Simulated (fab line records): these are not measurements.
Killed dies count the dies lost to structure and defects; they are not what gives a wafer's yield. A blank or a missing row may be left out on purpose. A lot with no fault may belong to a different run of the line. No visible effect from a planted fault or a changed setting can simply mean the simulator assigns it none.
fab line records | flow berkeley-cmos170
[record] lots = 14 wafers = 42 last-day = 13
route steps=331 shown NWELL@20 GATE@139 V1@269
lots that met no fault: from a run of the same line without faults
start-h: the number of hours between the record's first day and the start of the first shown wafer of the lot | wait-h: hours elapsed since this lot's preceding step | " same as the row above | L1.1+2: one row covering several wafers at once | - no value, or no start given | * or withheld: withheld | < > ~ a bound
route shown NAME@n: NAME is a module with steps in the file, n the number in the route of the first one | usual: mean/standard deviation taken from wafers without a fault | same: alike in all rows | chamber/n: place in a boat | sites: readings site by site | _std_site: the standard deviation of these | _edge_site: the outer-site mean with the inner-site mean subtracted | radius-mm: how far each site lies from the wafer's centre | mask NAME#n: copy n | behind: tool/chamber where the wafer was last shaped | hold: cause of the lot's hold/its duration in hours/its outcome | device: names the non-switching transistor (n, p or np) | end of line: the route-end tests of the same wafers | where a step has no rows: the recipe by itself | killed: dies that structure and defects cost at the first sort, which is not the same as the wafer's yield | map: shows each die of a wafer: x if killed, . if not, _ if none is there
set.NAME: the setting as run; set.NAME@STEP: as run at that earlier step | model.NAME: the simulator's own value behind a step, which no gauge read
a sample of lots followed through the steps of the route, with each step as a table and each wafer as a row
services: a tool's chamber out of use, with start hour (start-h, from the record's first day; less than 0 if before it), hours out, and reason
[[steps]]
[step UCB170_NWELL_HMDS_06]
[recipe] prime-time-s = 60 prime-temp-c = 100
[usual] prime-temp-c = 100.00/0.12
// columns lot.wafer tool chamber start-h wait-h prime-temp-c
L923.3 litho-track-04 0 30.74 0.9 99.95
L923.5 " 0 " " 99.93
L923.6 " 0 " " 99.82
L924.1 litho-track-01 0 36.12 0.1 99.93
L924.2 " 0 " " 100.05
L924.5 " 0 " " 99.98
L926.3 litho-track-04 0 46.30 0.5 99.89
L926.4 " 0 " " 99.74
L926.5 " 0 " " 99.90
L925.1 litho-track-01 0 46.45 0.6 99.87
L925.4 " 0 " " 99.95
L925.6 " 0 " " 99.85
L927.1 litho-track-01 0 55.11 0.3 99.94
L927.3 " 0 " " 99.76
L927.5 " 0 " " 100.05
L928.1 litho-track-01 0 64.79 0.1 99.90
L928.2 " 0 " " 100.17
L928.4 " 0 " " 99.92
L929.1 litho-track-02 0 64.79 0.1 99.95
L929.4 " 0 " " 100.05
L929.5 " 0 " " 99.85
L932.1 litho-track-04 0 75.51 0.4 100.02
L932.3 " 0 " " 99.99
L932.4 " 0 " " 100.06
L931.1 litho-track-02 0 75.61 0.5 100.19
L931.3 " 0 " " 100.02
L931.4 " 0 " " 100.14
L938.2 litho-track-04 0 112.27 0.4 102.05
L938.4 " 0 " " 102.22
L938.5 " 0 " " 101.95
L940.3 litho-track-02 0 117.83 0.1 99.92
L940.4 " 0 " " 99.92
L940.6 " 0 " " 99.92
L939.2 litho-track-04 0 118.06 0.3 101.82
L939.3 " 0 " " 101.94
L939.4 " 0 " " 101.81
L942.1 litho-track-01 0 135.66 0.1 100.00
L942.3 " 0 " " 100.10
L942.6 " 0 " " 100.12
L945.1 litho-track-02 0 142.96 0.1 100.13
L945.3 " 0 " " 100.22
L945.4 " 0 " " 100.21
[step UCB170_GATE_OVL_MEAS_13]
[usual] GATE_OVL = -4/4.7
// columns lot.wafer tool chamber start-h wait-h GATE_OVL[nm]
L923.3 overlay-01 - 146.43 0.1 2
L923.5 " - " " -2
L923.6 " - " " -7
L924.1 overlay-02 - 146.66 0.1 1
L924.2 " - " " -6
L924.5 " - " " 3
L925.1 overlay-01 - 161.67 0.1 -3
L925.4 " - " " 0
L925.6 " - " " 3
L926.3 overlay-02 - 161.93 0.1 -5
L926.4 " - " " -5
L926.5 " - " " -2
L928.1 overlay-01 - 173.35 0.1 1
L928.2 " - " " -9
L928.4 " - " " -1
L929.1 overlay-02 - 173.59 0.1 -12
L929.4 " - " " -12
L929.5 " - " " -13
L927.1 overlay-02 - 173.86 0.1 -13
L927.3 " - " " -14
L927.5 " - " " -11
L931.1 overlay-01 - 197.20 0.1 -3
L931.3 " - " " -3
L931.4 " - " " 1
L932.1 overlay-02 - 197.47 0.1 3
L932.3 " - " " 4
L932.4 " - " " -5
L938.2 overlay-02 - 228.95 0.1 -4
L938.4 " - " " -5
L938.5 " - " " 0
L940.3 overlay-01 - 237.39 0.1 -9
L940.4 " - " " -11
L940.6 " - " " -5
L939.2 overlay-02 - 237.66 0.1 7
L939.3 " - " " -3
L939.4 " - " " 2
L942.1 overlay-01 - 253.07 0.1 -5
L942.3 " - " " -1
L942.6 " - " " -2
L945.1 overlay-01 - 261.87 0.1 -7
L945.3 " - " " -4
L945.4 " - " " 3
[step UCB170_GATE_CD_MEAS_90]
[recipe] target-cd-nm = 350
[usual] cd-nm = 349.6/1.6
// columns lot.wafer tool chamber start-h wait-h cd-nm
L923.3 cd-sem-02 - 146.69 0.1 348.6
L923.5 " - " " 349.4
L923.6 " - " " 349.2
L924.1 cd-sem-01 - 146.89 0.1 351.5
L924.2 " - " " 349.5
L924.5 " - " " 348.4
L925.1 cd-sem-01 - 161.92 0.1 350.7
L925.4 " - " " 351.2
L925.6 " - " " 350.5
L926.3 cd-sem-01 - 162.18 0.1 351.4
L926.4 " - " " 352.4
L926.5 " - " " 350.8
L928.1 cd-sem-01 - 173.59 0.1 349.3
L928.2 " - " " 348.0
L928.4 " - " " 347.8
L929.1 cd-sem-02 - 173.82 0.1 349.1
L929.4 " - " " 347.1
L929.5 " - " " 348.1
L927.1 cd-sem-01 - 174.10 0.1 353.7
L927.3 " - " " 352.2
L927.5 " - " " 351.5
L931.1 cd-sem-02 - 197.48 0.1 351.3
L931.3 " - " " 349.3
L931.4 " - " " 351.8
L932.1 cd-sem-01 - 197.71 0.1 350.7
L932.3 " - " " 349.1
L932.4 " - " " 351.3
L938.2 cd-sem-01 - 229.19 0.1 350.2
L938.4 " - " " 349.4
L938.5 " - " " 350.8
L940.3 cd-sem-01 - 237.69 0.1 349.2
L940.4 " - " " 348.2
L940.6 " - " " 349.6
L939.2 cd-sem-02 - 237.90 0.1 350.0
L939.3 " - " " 350.3
L939.4 " - " " 350.1
L942.1 cd-sem-02 - 253.30 0.1 350.3
L942.3 " - " " 351.3
L942.6 " - " " 350.3
L945.1 cd-sem-01 - 262.10 0.1 349.0
L945.3 " - " " 348.9
L945.4 " - " " 347.8
[step UCB170_V1_STRIP_15]
[recipe] chemistry = O2 power-w = 400 pressure-mtorr = 3500 platen-temp-c = withheld o2-flow-sccm = 400 overash-fraction = 0.5
[usual] drypump-motor-current-A = 5.73/0.22 oes-product-au = 0.721/0.0043 strip-time-to-endpoint-s = 15.29/0.13
// columns lot.wafer tool chamber start-h wait-h drypump-motor-current-A oes-product-au rf-hours-counter-h strip-time-to-endpoint-s
L924.1 plasma-asher-03 0 179.25 0.1 5.70 0.729 7 15.13
L924.2 " 1 " " 5.84 0.724 7 15.21
L924.5 " 0 " " 5.72 0.727 - 15.21
L923.3 plasma-asher-01 0 179.39 0.1 5.85 0.726 - 15.36
L923.5 " 0 " " 5.88 0.718 - 15.42
L923.6 " 1 " " 5.94 0.727 - 15.44
L925.1 plasma-asher-02 1 190.25 0.1 5.24 0.719 38 15.56
L925.4 " 1 " " 5.24 0.726 - 15.24
L925.6 " 1 " " 5.23 0.719 - 15.40
L926.3 plasma-asher-02 0 192.50 0.1 5.58 0.728 - 15.17
L926.4 " 1 " " 5.24 0.714 - 15.20
L926.5 " 1 " " 5.24 0.722 - 15.32
L928.1 plasma-asher-01 1 200.14 0.1 5.92 0.723 49 15.27
L928.2 " 0 " " 5.89 0.723 49 15.43
L928.4 " 0 " " 5.87 0.724 - 15.21
L927.1 plasma-asher-03 0 201.75 0.1 5.71 0.718 9 15.50
L927.3 " 1 " " 5.79 0.719 - 15.44
L927.5 " 0 " " 5.71 0.713 - 15.48
L929.1 plasma-asher-01 0 201.83 0.1 5.90 0.724 49 15.45
L929.4 " 1 " " 5.91 0.723 - 15.22
L929.5 " 0 " " 5.90 0.717 - 15.56
L931.1 plasma-asher-01 0 224.32 0.1 5.90 0.721 51 15.48
L931.3 " 0 " " 5.91 0.719 - 15.45
L931.4 " 1 " " 5.89 0.722 - 15.56
L932.1 plasma-asher-03 1 224.60 0.1 5.83 0.715 11 15.27
L932.3 " 1 " " 5.83 0.721 - 15.17
L932.4 " 0 " " 5.70 0.728 - 15.32
L938.2 plasma-asher-02 1 257.98 0.1 5.24 0.718 45 15.13
L938.4 " 0 " " 5.59 0.727 - 15.32
L938.5 " 0 " " 5.58 0.725 - 15.16
L940.3 plasma-asher-03 0 266.06 0.1 5.70 0.716 - 15.32
L940.4 " 1 " " 5.80 0.715 - 15.09
L940.6 " 1 " " 5.80 0.717 - 15.29
L939.2 plasma-asher-03 1 268.26 0.1 5.83 0.715 16 15.38
L939.3 " 0 " " 5.70 0.725 - 15.12
L939.4 " 1 " " 5.84 0.720 - 15.15
L942.1 plasma-asher-02 0 283.91 0.1 5.60 0.720 48 15.09
L942.3 " 0 " " 5.59 0.726 - 15.06
L942.6 " 0 " " 5.62 0.722 - 15.07
L945.1 plasma-asher-01 1 293.70 0.1 5.89 0.718 59 15.27
L945.3 " 0 " " 5.89 0.731 - 15.25
L945.4 " 1 " " 5.89 0.723 - 15.33
[[services]]
// columns tool chamber start-h hours kind
plasma-asher-02 - 62.81 13.2 repair
plasma-asher-03 - 77.60 2.9 repair
plasma-asher-03 - 101.20 0.9 repair
plasma-asher-03 - 108.75 9.0 pm
plasma-asher-03 0 108.75 9.0 vent-cycle
plasma-asher-03 1 108.75 9.0 vent-cycle
plasma-asher-03 0 117.75 - clean
plasma-asher-03 1 117.75 - clean
plasma-asher-02 - 120.10 2.2 repair
plasma-asher-01 - 158.69 1.4 repair
plasma-asher-02 - 203.56 1.6 repair
plasma-asher-03 - 208.77 6.9 repair
plasma-asher-01 - 218.85 1.7 repair
plasma-asher-02 - 246.95 1.9 repair
[[key]]
[first-sign] step = UCB170_NWELL_HMDS_06 reading = prime-temp-c direction = up sigmas = 16 usual = * struck = *
effect none on later readings
met-at UCB170_NWELL_HMDS_06
struck-lots L938,L939
sort-left-out L938.2,L938.4,L938.5
tester-left-out L938,L939
not-acting-at UCB170_GATE_OVL_MEAS_13,UCB170_GATE_CD_MEAS_90,UCB170_V1_STRIP_15
onset-between 75.51 112.27
[fault] kind = process-parameter-drift tool = litho-track-04 chamber = - onset-h = 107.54 steps = UCB170_NWELL_HMDS_06 channel = prime-temp-c offset = * shape = step end-h = 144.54 acts-in = * stated = *
// tester-left-out: of these lots the tester's yield and bins aren't shown, on N5 and GAA mostly nor the transistor test; their killed dies are dies lost to structure and defects alone, not to doping, threshold or leakage, so they don't give the yield
// sort-left-out: the simulated sort isn't trusted on such a fault, so these wafers' sort isn't shown, and their yield isn't known
